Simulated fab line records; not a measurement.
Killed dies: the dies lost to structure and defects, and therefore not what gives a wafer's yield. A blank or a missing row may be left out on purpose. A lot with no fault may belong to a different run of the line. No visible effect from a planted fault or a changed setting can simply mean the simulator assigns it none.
Comparing a struck lot with a sound one -- flow rit_cmos -- 13 out of 202 route steps
Sound: these wafers, L480.1, L480.4, L480.6. Struck: wafers L486.2, L486.5, L486.6. Last of all comes the cause.
Each step with rows lists, per side, the tool, then ch with its chambers, then its first start. Under that, the readings that differ: sound wafers -- struck wafers -- difference of the means -- sigmas: that difference in standard deviations of wafers without a fault.
alike: words and numbers the same on both sides, and readings whose means are apart by under 2 such deviations; not compared: readings that were withheld, readings missing a value for some wafer, numbers with overlapping values and no deviation given by the record, and bounds like >300 which may hide the same value.
The two part at a step that has a row with sigmas, a row that says differs or no value, or rows on one side only. Numbers that have no deviation but don't overlap get no sigmas and don't part them. Lack of a reading on every wafer of one side parts them only where that side has two or more wafers.

RIT_ACTIVE_BOW_MEAS_00:
  sound on film_metro-03, day 1 15:00; struck on film_metro-02, day 2 21:01
  alike: INCOMING_BOW
then, 1 step without rows for these wafers: RIT_ACTIVE_OXIDATION_01 (target thk 46.8 nm, ox time 3360 s).
RIT_ACTIVE_THK_MEAS_02:
  sound on film_metro-03, day 1 17:03; struck on film_metro-03, day 3 01:08
  alike: ACTIVE_OXIDE_THK
then, 1 step without rows for these wafers: RIT_ACTIVE_CVD_03 (deposits Si3N4 from SiH2Cl2/NH3, target thk 150 nm, time 1500 s).
RIT_ACTIVE_THK_MEAS_04:
  sound on film_metro-03, day 1 18:32; struck on film_metro-02, day 3 02:37
  alike: ACTIVE_NITRIDE_THK
then, 2 steps without rows for these wafers: RIT_ACTIVE_HMDS_05 (prime time 60 s); RIT_ACTIVE_COAT_06 (resist thk 1000 nm).
RIT_ACTIVE_SOFTBAKE_07: time 60 s.
  sound on litho_track-02 ch 0, day 1 18:54; struck on litho_track-02 ch 0, day 3 02:59
reading,sound,struck,difference,sigmas
heater_power_total_W (W),34.52 34.57 34.47,37.52 37.51 37.56,+3.01,+55
run_length_s (s),88.95 88.96 89.00,74.19 74.27 74.14,-14.77,-99 or more
  alike: resist_line_temp_C
then, 2 steps without rows for these wafers: RIT_ACTIVE_EXPOSE_08 (exposes mask M1, target cd 1400 nm); RIT_ACTIVE_PEB_09.
RIT_ACTIVE_DEVELOP_10: develop time 50 s.
  sound on litho_track-02 ch 0; struck on litho_track-03 ch 0
  alike: resist_line_temp_C
  not compared: model.NOVOLAK_of_ACTIVE_COAT_06.thk_nm
RIT_ACTIVE_CD_MEAS_11 targets a cd of 1400 nm.
  sound on cd_sem-01, day 1 19:38; struck on cd_sem-01, day 3 03:40
  alike: cd_nm
-- the record jumps here: 3 days lie between the struck wafers' starts before and after (it left off in module ACTIVE and takes up again in module M1, whose first step shown is number 202 of the route) --
RIT_M1_PROBE_99:
  sound on prober-02, day 4 09:20; struck on prober-02, day 6 06:35
  alike: killed_at_M0_to_M3, killed_at_contacts, killed_at_front_end, killed_dies, killed_open, killed_short

WHERE THEY PART
RIT_ACTIVE_SOFTBAKE_07 only, going by this record. Later steps at which nothing parts them and some readings are alike: RIT_ACTIVE_DEVELOP_10, RIT_ACTIVE_CD_MEAS_11, RIT_M1_PROBE_99.

WHY: what had been put in by the simulator
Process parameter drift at RIT_ACTIVE_SOFTBAKE_07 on litho_track-02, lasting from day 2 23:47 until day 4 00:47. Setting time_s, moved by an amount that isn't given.
